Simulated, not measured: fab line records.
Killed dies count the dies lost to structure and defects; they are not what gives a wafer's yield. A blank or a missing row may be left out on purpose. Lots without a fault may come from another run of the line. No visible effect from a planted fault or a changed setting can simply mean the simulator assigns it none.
Comparing a struck lot with a sound one	flow berkeley cmos170	17 out of 331 route steps
Sound: these wafers, L273.1, L273.3, L273.4. Struck: wafers L286.1, L286.3, L286.4. Last of all comes the cause.
Per side, at each step with rows, come the tool, then ch with its chambers, and then its first start. Under that, the readings that differ: sound wafers	struck wafers	difference of the means	sigmas: that difference in standard deviations of wafers without a fault.
alike: readings whose means differ by less than 2 such deviations, and words and numbers that are the same on both sides. not compared: withheld readings, readings that some wafer has no value for, bounds like >300 that may hide the same value, and numbers for which the record gives no deviation and whose values overlap.
A row with sigmas, a row that says differs or no value, or rows on one side alone: a step with any of these is where the two part. Numbers that don't overlap but have no deviation are shown without sigmas and don't part them. A reading missing from all wafers of one side parts the sides only when that side holds two or more wafers.

first, 1 step without rows for these wafers: UCB170_NWELL_OXIDATION_01 (target thk 26.4 nm, ox time 1260 s).
UCB170_NWELL_THK_MEAS_02:
  struck on film metro-02, day 4 19:55; sound on film metro-02, day 2 03:35
  alike: NWELL_OXIDE_THK
then, 2 steps without rows for these wafers: UCB170_NWELL_ANNEAL_03 (time 900 s); UCB170_NWELL_CVD_04 (deposits Si3N4 from SiH2Cl2/NH3, target thk 224 nm, time 3360 s).
UCB170_NWELL_THK_MEAS_05:
  struck on film metro-03, day 5 04:06; sound on film metro-03, day 2 10:34
  alike: NWELL_NITRIDE_THK
then, 6 steps without rows for these wafers: UCB170_NWELL_HMDS_06 (prime time 60 s); UCB170_NWELL_COAT_07 (resist thk 900 nm); UCB170_NWELL_SOFTBAKE_08 (time 60 s); UCB170_NWELL_EXPOSE_09 (exposes mask NWELL, target cd 3000 nm); UCB170_NWELL_PEB_10; UCB170_NWELL_DEVELOP_11 (develop time 45 s).
UCB170_NWELL_OVL_MEAS_12:
  struck on overlay-01, day 5 05:17; sound on overlay-02, day 2 11:50
  alike: NWELL_OVL
UCB170_NWELL_ETCH_13: etches Si3N4 in CH3F/Ar/O2, stops on SiO2, target depth 246.4 nm, time 154 s.
  sound on rie diel-03 ch 0,1,2, day 2 11:52; struck on rie diel-03 ch 0,2,3, day 5 05:19
reading	sound	struck	difference	sigmas
model.KrF_of_NWELL_COAT_07.thk nm (nm)	724.1 726.8 726.4	748.9 744.2 744.2	+20.0	
model.etch.depth nm (nm)	221.9 223 222.7	209.9 214 210.6	-11.0	
  alike: drypump motor current A, oes product au, throttle valve pct
  not compared: rf hours counter h
then, 1 step without rows for these wafers: UCB170_NWELL_IMPLANT_14.
UCB170_NWELL_STRIP_15: strips in O2.
  sound on plasma asher-03 ch 0,1, day 2 12:08; struck on plasma asher-03 ch 0,1, day 5 05:34
reading	sound	struck	difference	sigmas
strip time to endpoint s (s)	18.07 18.17 18.13	18.67 18.56 18.54	+0.47	+5
  alike: drypump motor current A, oes product au
  not compared: rf hours counter h
UCB170_NWELL_TW_MEAS_16:
  struck on film metro-02, day 5 05:40; sound on film metro-02, day 2 12:14
  alike: NWELL_TW
-- the record jumps here: 7 days lie between the struck wafers' starts before and after (it left off in module NWELL and takes up again in module M3, whose first step shown is number 331 of the route) --
UCB170_M3_PROBE_99:
  struck on prober-01, day 12 05:08; sound on prober-01, day 8 20:11
  not compared: model.etest.nwell pinched.rs ohm sq, model.etest.nwell.rs ohm sq

## WHERE THEY PART
Only at UCB170_NWELL_STRIP_15, within this record. Later steps at which nothing parts them and some readings are alike: UCB170_NWELL_TW_MEAS_16.

WHY: what the simulator had put in
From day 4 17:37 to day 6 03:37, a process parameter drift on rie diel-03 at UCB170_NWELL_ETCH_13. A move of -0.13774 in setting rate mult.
